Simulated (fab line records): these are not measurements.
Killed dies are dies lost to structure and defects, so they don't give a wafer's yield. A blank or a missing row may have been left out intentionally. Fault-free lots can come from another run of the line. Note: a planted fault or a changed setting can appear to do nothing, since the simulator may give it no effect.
Split-lot trial | flow berkeley_cmos170 | 23 wafers read across 5 lots, on a route 331 steps long

## THE SPLIT ITSELF
At UCB170_ZERO_COAT_01 (resist thk 900 nm), the setting resist_thk_nm was moved away from the recipe's 900 nm on 8 of the 23 wafers read, by +3.2% to +5.2%. All remaining wafers had this setting at the recipe value.

Reading taken at the split's own step.

## THE READING
KrF_of_ZERO_COAT_01.thk_nm (the simulator's own value, which no gauge read), in nm, at UCB170_ZERO_COAT_01 (resist thk 900 nm). The file gives no usual value for it. Average 899.5 nm, standard deviation 1.8 nm, over the 15 wafers here run with the recipe.

wafer  | tool, chamber at the split | resist_thk_nm as run, nm | against the recipe | KrF_of_ZERO_COAT_01.thk_nm, nm | against lot-mates on the recipe
L079.2 | litho_track-02, 0          | 900                      | recipe             | 896.3                          | -
L079.3 | litho_track-02, 0          | 900                      | recipe             | 896.5                          | -
L079.4 | litho_track-02, 0          | 928.8                    | +3.2%              | 926.7                          | +30.3
L079.5 | litho_track-02, 0          | 928.8                    | +3.2%              | 926.7                          | +30.3
L079.6 | litho_track-02, 0          | 928.8                    | +3.2%              | 924.1                          | +27.7
L081.1 | litho_track-02, 0          | 900                      | recipe             | 900.7                          | -
L081.2 | litho_track-02, 0          | 900                      | recipe             | 900.9                          | -
L081.3 | litho_track-02, 0          | 900                      | recipe             | 901.4                          | -
L081.4 | litho_track-02, 0          | 900                      | recipe             | 897.8                          | -
L081.6 | litho_track-02, 0          | 900                      | recipe             | 900.3                          | -
L083.1 | litho_track-04, 0          | 900                      | recipe             | 901.3                          | -
L083.4 | litho_track-04, 0          | 900                      | recipe             | 901.7                          | -
L083.5 | litho_track-04, 0          | 900                      | recipe             | 900.1                          | -
L084.2 | litho_track-02, 0          | 900                      | recipe             | 898.9                          | -
L084.3 | litho_track-02, 0          | 900                      | recipe             | 898                            | -
L084.4 | litho_track-02, 0          | 946.5                    | +5.2%              | 944.3                          | +46.4
L084.5 | litho_track-02, 0          | 946.5                    | +5.2%              | 946.1                          | +48.2
L084.6 | litho_track-02, 0          | 900                      | recipe             | 896.9                          | -
L085.1 | litho_track-02, 0          | 900                      | recipe             | 901.3                          | -
L085.2 | litho_track-02, 0          | 930.6                    | +3.4%              | 930.9                          | +30.4
L085.3 | litho_track-02, 0          | 900                      | recipe             | 899.7                          | -
L085.4 | litho_track-02, 0          | 930.6                    | +3.4%              | 933                            | +32.5
L085.5 | litho_track-02, 0          | 930.6                    | +3.4%              | 932.2                          | +31.7

THE FIT
A straight line over all 23 wafers: KrF_of_ZERO_COAT_01.thk_nm changes by +8.91 nm for each +1% of resist_thk_nm; r = +0.99; the points scatter about the line by 2.1 nm.
The same after taking each lot's own level away (the mean of its wafers on the recipe; 23 wafers): +9.19 nm for each +1%; r = +1.00; scatter 1 nm.
Per that fit: largest resist_thk_nm move, reading shift of 48 nm.
Measured against the standard deviation above, the lots' own levels, which go from 896.40 to 901.03 nm, span 2.5 times it.
So the lot-to-lot level changes the slope little: the two slopes agree.
Check: +47.9 nm against its lot-mates is what the line predicts for one of the wafers moved furthest among these (+5.2%) when that wafer is left out of the fit. It came out at +46.4 nm against them.

## THE WHOLE CHAIN: every reading that the file lists as answering this split, in the file's order
step                 | what it does      | reading                                                                     | change (the file's fit)              | r (the file's)
UCB170_ZERO_COAT_01  | resist thk 900 nm | KrF_of_ZERO_COAT_01.thk_nm (the simulator's own value, which no gauge read) | +9.19 nm for each +1% of the setting | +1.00
UCB170_ZERO_STRIP_07 | strips in O2      | strip_time_to_endpoint_s                                                    | withheld for each +1% of the setting | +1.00

## FILE'S OWN FIT
KrF_of_ZERO_COAT_01.thk_nm changes by +9.19 nm for each +1% of resist_thk_nm, r = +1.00.
